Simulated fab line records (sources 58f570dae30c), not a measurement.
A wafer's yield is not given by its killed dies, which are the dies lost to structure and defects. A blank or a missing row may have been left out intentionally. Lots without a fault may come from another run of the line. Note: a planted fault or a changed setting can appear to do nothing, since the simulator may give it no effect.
Shared-tool check :: flow berkeley_cmos170 :: 13 lots, 42 wafers sampled

== REASON FOR OPENING ==
1 of 13 lots carry a flag on the reading NLDD_RS at UCB170_SDANNEAL_RS_MEAS_05. Fault-free wafers read 615.8 ohm/sq, with a standard deviation of 1.4.
Rule: flag the lot when none of its wafers has a number, or when each of its wafers that has one lies beyond 4 standard deviations from that mean. The rest of the lots are taken to be sound.

lot: L302
measured: day 7 22:02
on: film_metro-01
NLDD_RS (ohm/sq), wafer by wafer: 613.5 615.2 614.8
flag: 

lot: L301
measured: day 7 22:19
on: film_metro-03
NLDD_RS (ohm/sq), wafer by wafer: 613.8 612.7 616.0
flag: 

lot: L303
measured: day 8 14:19
on: film_metro-04
NLDD_RS (ohm/sq), wafer by wafer: 617.7 619.1 618.7
flag: 

lot: L304
measured: day 8 14:29
on: film_metro-03
NLDD_RS (ohm/sq), wafer by wafer: 618.2 618.0 617.1
flag: 

lot: L305
measured: day 8 14:48
on: film_metro-01
NLDD_RS (ohm/sq), wafer by wafer: 615.4 615.4 615.4
flag: 

lot: L307
measured: day 9 13:22
on: film_metro-01
NLDD_RS (ohm/sq), wafer by wafer: 614.7 615.6 614.8
flag: 

lot: L312
measured: day 10 12:48
on: film_metro-01
NLDD_RS (ohm/sq), wafer by wafer: 554.1 579.5 555.4 553.9 577.4 556.0
flag: FLAGGED

lot: L316
measured: day 11 15:01
on: film_metro-03
NLDD_RS (ohm/sq), wafer by wafer: 615.8 615.1 615.2
flag: 

lot: L318
measured: day 11 19:09
on: film_metro-03
NLDD_RS (ohm/sq), wafer by wafer: 614.4 614.8 615.7
flag: 

lot: L317
measured: day 11 19:27
on: film_metro-04
NLDD_RS (ohm/sq), wafer by wafer: 617.9 615.0 615.4
flag: 

lot: L321
measured: day 12 14:46
on: film_metro-01
NLDD_RS (ohm/sq), wafer by wafer: 613.7 616.8 616.2
flag: 

lot: L320
measured: day 12 14:56
on: film_metro-04
NLDD_RS (ohm/sq), wafer by wafer: 617.2 617.3 614.5
flag: 

lot: L323
measured: day 13 00:19
on: film_metro-03
NLDD_RS (ohm/sq), wafer by wafer: 616.4 616.6 616.4
flag: 
The mean of the flagged lots' numbers is 562.7 ohm/sq, -53.1 ohm/sq from the usual (-38 standard deviations).

== TOOL THAT RAN EACH LOT ==
The record keeps 1 process step preceding the reading, out of 331 steps on the route. In each cell: the tool, then ch and the chambers that the sampled wafers went through, then the start.
lot: L302
flag: 
UCB170_NLDD_IMPLANT_08: implanter-01 ch 0, day 7 11:26

lot: L301
flag: 
UCB170_NLDD_IMPLANT_08: implanter-03 ch 0, day 7 12:18

lot: L303
flag: 
UCB170_NLDD_IMPLANT_08: implanter-02 ch 0, day 8 02:23

lot: L304
flag: 
UCB170_NLDD_IMPLANT_08: implanter-03 ch 0, day 8 02:43

lot: L305
flag: 
UCB170_NLDD_IMPLANT_08: implanter-01 ch 0, day 8 03:26

lot: L307
flag: 
UCB170_NLDD_IMPLANT_08: implanter-02 ch 0, day 8 21:37

lot: L312
flag: FLAGGED
UCB170_NLDD_IMPLANT_08: implanter-01 ch 0, day 9 23:59

lot: L316
flag: 
UCB170_NLDD_IMPLANT_08: implanter-03 ch 0, day 11 01:32

lot: L318
flag: 
UCB170_NLDD_IMPLANT_08: implanter-03 ch 0, day 11 08:50

lot: L317
flag: 
UCB170_NLDD_IMPLANT_08: implanter-02 ch 0, day 11 08:43

lot: L321
flag: 
UCB170_NLDD_IMPLANT_08: implanter-03 ch 0, day 12 02:43

lot: L320
flag: 
UCB170_NLDD_IMPLANT_08: implanter-02 ch 0, day 12 01:44

lot: L323
flag: 
UCB170_NLDD_IMPLANT_08: implanter-03 ch 0, day 12 11:03
These steps, and what they do:
- UCB170_NLDD_IMPLANT_08
- UCB170_SDANNEAL_RS_MEAS_05: measures by four-point-probe.

== FLAGGED OVER TOTAL, TOOL BY TOOL (the gauges that took the reading come last) ==
step: UCB170_NLDD_IMPLANT_08
tool: implanter-01
lots run: 3
flagged: 1
share of the flagged lots: all
sound lots run after its first flagged lot: 0

step: UCB170_NLDD_IMPLANT_08
tool: implanter-02
lots run: 4
flagged: 0
share of the flagged lots: none
sound lots run after its first flagged lot: -

step: UCB170_NLDD_IMPLANT_08
tool: implanter-03
lots run: 6
flagged: 0
share of the flagged lots: none
sound lots run after its first flagged lot: -

step: UCB170_SDANNEAL_RS_MEAS_05
tool: film_metro-01
lots run: 5
flagged: 1
share of the flagged lots: all
sound lots run after its first flagged lot: 1 (L321)

step: UCB170_SDANNEAL_RS_MEAS_05
tool: film_metro-03
lots run: 5
flagged: 0
share of the flagged lots: none
sound lots run after its first flagged lot: -

step: UCB170_SDANNEAL_RS_MEAS_05
tool: film_metro-04
lots run: 3
flagged: 0
share of the flagged lots: none
sound lots run after its first flagged lot: -

== WHAT THE TABLE ALLOWS ==
implanter-01 at UCB170_NLDD_IMPLANT_08 and film_metro-01 at UCB170_SDANNEAL_RS_MEAS_05 are the 2 rows of the table that ran each flagged lot.
- implanter-01 at UCB170_NLDD_IMPLANT_08 ran 3 lots, 1 of them flagged. It ran its last sound lot, L305, at day 8 03:26 and its first flagged lot, L312, at day 9 23:59: a fault with its onset between the two fits.
- film_metro-01 at UCB170_SDANNEAL_RS_MEAS_05 ran 5 lots, 1 of them flagged. Sound lots ran on it after the first flagged one (L321), which a lasting fault on the whole tool wouldn't allow.
One tool is left: implanter-01 at UCB170_NLDD_IMPLANT_08.

== WHAT THE SIMULATOR PUT IN ==
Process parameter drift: implanter-01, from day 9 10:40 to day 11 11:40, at UCB170_NLDD_IMPLANT_08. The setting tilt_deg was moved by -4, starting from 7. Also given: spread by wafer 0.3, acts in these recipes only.
Struck lots among those shown: L312. The rule above found the same.
